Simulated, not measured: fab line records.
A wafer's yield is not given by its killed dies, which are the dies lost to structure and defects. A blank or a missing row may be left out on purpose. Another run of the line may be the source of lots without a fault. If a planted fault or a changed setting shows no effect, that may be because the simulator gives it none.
Which tool is to blame? / flow berkeley cmos170 / 45 wafers from 15 lots sampled at 4 of the route's 331 steps

== WHAT THE GAUGES SHOWED, per wafer ==
UCB170_START_THK_MEAS_03. Usual: START_OXIDE_THK 20.0 nm, standard deviation 0.39.
lot=L803; measured=day 1 17:04; on=film metro-02; START_OXIDE_THK (nm)=19.7 19.9 19.8; flag=
lot=L804; measured=day 1 17:05; on=film metro-01; START_OXIDE_THK (nm)=20.1 20.0 19.9; flag=
lot=L805; measured=day 2 00:37; on=film metro-02; START_OXIDE_THK (nm)=20.2 20.5 20.3; flag=
lot=L807; measured=day 2 07:41; on=film metro-01; START_OXIDE_THK (nm)=19.0 19.3 19.4; flag=
lot=L806; measured=day 2 07:43; on=film metro-03; START_OXIDE_THK (nm)=20.1 19.4 19.8; flag=
lot=L808; measured=day 2 17:20; on=film metro-02; START_OXIDE_THK (nm)=20.0 19.9 19.7; flag=
lot=L809; measured=day 3 01:35; on=film metro-03; START_OXIDE_THK (nm)=19.8 20.0 19.8; flag=
lot=L817; measured=day 4 11:54; on=film metro-03; START_OXIDE_THK (nm)=20.7 20.6 20.3; flag=
lot=L818; measured=day 4 19:15; on=film metro-01; START_OXIDE_THK (nm)=20.7 20.5 20.5; flag=
lot=L820; measured=day 5 03:05; on=film metro-02; START_OXIDE_THK (nm)=20.7 20.8 20.5; flag=
lot=L821; measured=day 5 09:32; on=film metro-03; START_OXIDE_THK (nm)=19.8 20.0 20.1; flag=
lot=L822; measured=day 5 14:17; on=film metro-02; START_OXIDE_THK (nm)=20.0 20.5 20.0; flag=
lot=L823; measured=day 5 19:11; on=film metro-03; START_OXIDE_THK (nm)=20.1 19.9 20.0; flag=
lot=L824; measured=day 5 23:17; on=film metro-01; START_OXIDE_THK (nm)=19.8 19.9 19.8; flag=
lot=L826; measured=day 6 10:18; on=film metro-03; START_OXIDE_THK (nm)=20.2 20.3 20.3; flag=

UCB170_NWELL_OVL_MEAS_12. Usual: NWELL_OVL -6 nm, standard deviation 4.7.
lot=L803; measured=day 2 12:37; on=overlay-02; NWELL_OVL (nm)=-11 -12 -5; flag=
lot=L804; measured=day 2 12:43; on=overlay-01; NWELL_OVL (nm)=1 -7 -9; flag=
lot=L805; measured=day 3 05:38; on=overlay-02; NWELL_OVL (nm)=-8 -12 -10; flag=
lot=L807; measured=day 3 11:27; on=overlay-02; NWELL_OVL (nm)=-4 -4 -2; flag=
lot=L806; measured=day 3 11:16; on=overlay-01; NWELL_OVL (nm)=2 -9 -2; flag=
lot=L808; measured=day 3 18:13; on=overlay-02; NWELL_OVL (nm)=-10 -5 0; flag=
lot=L809; measured=day 3 20:14; on=overlay-02; NWELL_OVL (nm)=-6 -6 -12; flag=
lot=L817; measured=day 5 07:57; on=overlay-02; NWELL_OVL (nm)=-2 -1 -2; flag=
lot=L818; measured=day 5 15:54; on=overlay-02; NWELL_OVL (nm)=-2 2 -1; flag=
lot=L820; measured=day 6 00:47; on=overlay-01; NWELL_OVL (nm)=-4 -8 -6; flag=
lot=L821; measured=day 6 08:17; on=overlay-01; NWELL_OVL (nm)=-8 -8 -6; flag=
lot=L822; measured=day 6 16:16; on=overlay-01; NWELL_OVL (nm)=-2 -9 -2; flag=
lot=L823; measured=day 6 15:32; on=overlay-01; NWELL_OVL (nm)=-7 -1 -7; flag=
lot=L824; measured=day 6 15:53; on=overlay-02; NWELL_OVL (nm)=-3 4 2; flag=
lot=L826; measured=day 7 02:34; on=overlay-01; NWELL_OVL (nm)=-12 -6 -12; flag=

UCB170_PWELL_OVL_MEAS_13. Usual: PWELL_OVL -1 nm, standard deviation 5.3.
lot=L803; measured=day 3 09:14; on=overlay-01; PWELL_OVL (nm)=4 4 0; flag=
lot=L804; measured=day 3 09:28; on=overlay-01; PWELL_OVL (nm)=-6 -5 -8; flag=
lot=L805; measured=day 4 07:20; on=overlay-01; PWELL_OVL (nm)=8 6 13; flag=
lot=L807; measured=day 4 12:05; on=overlay-02; PWELL_OVL (nm)=2 2 3; flag=
lot=L806; measured=day 4 11:22; on=overlay-02; PWELL_OVL (nm)=1 -8 -7; flag=
lot=L808; measured=day 4 14:00; on=overlay-02; PWELL_OVL (nm)=-8 -2 -8; flag=
lot=L809; measured=day 4 13:56; on=overlay-01; PWELL_OVL (nm)=-4 -2 1; flag=
lot=L817; measured=day 6 06:22; on=overlay-02; PWELL_OVL (nm)=-3 1 -5; flag=
lot=L818; measured=day 6 10:53; on=overlay-01; PWELL_OVL (nm)=6 -1 4; flag=
lot=L820; measured=day 6 20:43; on=overlay-02; PWELL_OVL (nm)=-3 2 8; flag=
lot=L821; measured=day 7 07:48; on=overlay-02; PWELL_OVL (nm)=4 2 -1; flag=
lot=L822; measured=day 7 12:57; on=overlay-02; PWELL_OVL (nm)=-10 0 -4; flag=
lot=L823; measured=day 7 08:15; on=overlay-02; PWELL_OVL (nm)=4 -3 -7; flag=
lot=L824; measured=day 7 08:19; on=overlay-01; PWELL_OVL (nm)=5 5 6; flag=
lot=L826; measured=day 7 22:14; on=overlay-02; PWELL_OVL (nm)=0 2 -1; flag=

== WHAT TOOL EACH LOT RAN ON (gives the tool, then ch and the chambers of the sampled wafers, and finally the start) ==
lot=L803; UCB170_NWELL_WET_ETCH_19=wet bench-01 ch 2, day 2 17:30
lot=L804; UCB170_NWELL_WET_ETCH_19=wet bench-03 ch 2, day 2 17:40
lot=L805; UCB170_NWELL_WET_ETCH_19=wet bench-01 ch 2, day 3 11:38
lot=L807; UCB170_NWELL_WET_ETCH_19=wet bench-02 ch 1, day 3 19:10
lot=L806; UCB170_NWELL_WET_ETCH_19=wet bench-02 ch 0, day 3 19:10
lot=L808; UCB170_NWELL_WET_ETCH_19=wet bench-02 ch 0, day 4 02:57
lot=L809; UCB170_NWELL_WET_ETCH_19=wet bench-02 ch 0, day 4 01:06
lot=L817; UCB170_NWELL_WET_ETCH_19=wet bench-02 ch 1, day 5 14:23
lot=L818; UCB170_NWELL_WET_ETCH_19=wet bench-02 ch 1, day 5 20:53
lot=L820; UCB170_NWELL_WET_ETCH_19=wet bench-02 ch 0, day 6 06:49
lot=L821; UCB170_NWELL_WET_ETCH_19=wet bench-02 ch 1, day 6 15:14
lot=L822; UCB170_NWELL_WET_ETCH_19=wet bench-01 ch 1, day 6 21:10
lot=L823; UCB170_NWELL_WET_ETCH_19=wet bench-01 ch 1, day 6 20:31
lot=L824; UCB170_NWELL_WET_ETCH_19=wet bench-02 ch 0, day 6 20:31
lot=L826; UCB170_NWELL_WET_ETCH_19=wet bench-01 ch 0, day 7 07:14
- UCB170_NWELL_WET_ETCH_19: etches SiO2 in BOE, time 22 s.

== WHAT THE TOOLS THEMSELVES READ (means of the sampled wafers that have a number; where no wafer has one, the mark that the record gives instead) ==
UCB170_NWELL_WET_ETCH_19. Usual: bath heat duty pct 6.5 %, standard deviation 0.82; run length s 49.7 s, standard deviation 2.
lot=L803; tool=wet bench-01; bath heat duty pct (%)=6.2; run length s (s)=49.7; flag=
lot=L804; tool=wet bench-03; bath heat duty pct (%)=6.2; run length s (s)=54.8; flag=
lot=L805; tool=wet bench-01; bath heat duty pct (%)=6.3; run length s (s)=48.8; flag=
lot=L807; tool=wet bench-02; bath heat duty pct (%)=-; run length s (s)=-; flag=OFF
lot=L806; tool=wet bench-02; bath heat duty pct (%)=-; run length s (s)=-; flag=OFF
lot=L808; tool=wet bench-02; bath heat duty pct (%)=7.1; run length s (s)=49.5; flag=
lot=L809; tool=wet bench-02; bath heat duty pct (%)=-; run length s (s)=-; flag=OFF
lot=L817; tool=wet bench-02; bath heat duty pct (%)=6.9; run length s (s)=47.7; flag=
lot=L818; tool=wet bench-02; bath heat duty pct (%)=6.4; run length s (s)=48.1; flag=
lot=L820; tool=wet bench-02; bath heat duty pct (%)=7.2; run length s (s)=49.2; flag=
lot=L821; tool=wet bench-02; bath heat duty pct (%)=7.6; run length s (s)=52.6; flag=
lot=L822; tool=wet bench-01; bath heat duty pct (%)=5.4; run length s (s)=48.6; flag=
lot=L823; tool=wet bench-01; bath heat duty pct (%)=5.1; run length s (s)=48.9; flag=
lot=L824; tool=wet bench-02; bath heat duty pct (%)=7.4; run length s (s)=48.5; flag=
lot=L826; tool=wet bench-01; bath heat duty pct (%)=5.5; run length s (s)=49.1; flag=

== THE ANSWER, worked out from the rows above alone ==
Rule: a lot is off if the mean of its wafers that have a number lies more than 3 standard deviations from the usual mean. Also off: a lot with no number at a reading for which 4 or more lots have one. The other lots that the step has rows for count as sound. After the gauges, taken in route order, come the tools' own readings; for these a lot's mean is taken, as printed above. The first step at which some lot is off is used, and at that step the reading that is off furthest; a lot without a number counts as furthest.
Off: L807, L806, L809 (UCB170_NWELL_WET_ETCH_19, bath heat duty pct). Without a number there: L807, L806, L809.
A tool fits if, at that step or a process step before it, it ran every lot that is off, and no sound lot after the first of them. Of those tried, none fits.

== WHAT HAD BEEN PUT IN BY THE SIMULATOR ==
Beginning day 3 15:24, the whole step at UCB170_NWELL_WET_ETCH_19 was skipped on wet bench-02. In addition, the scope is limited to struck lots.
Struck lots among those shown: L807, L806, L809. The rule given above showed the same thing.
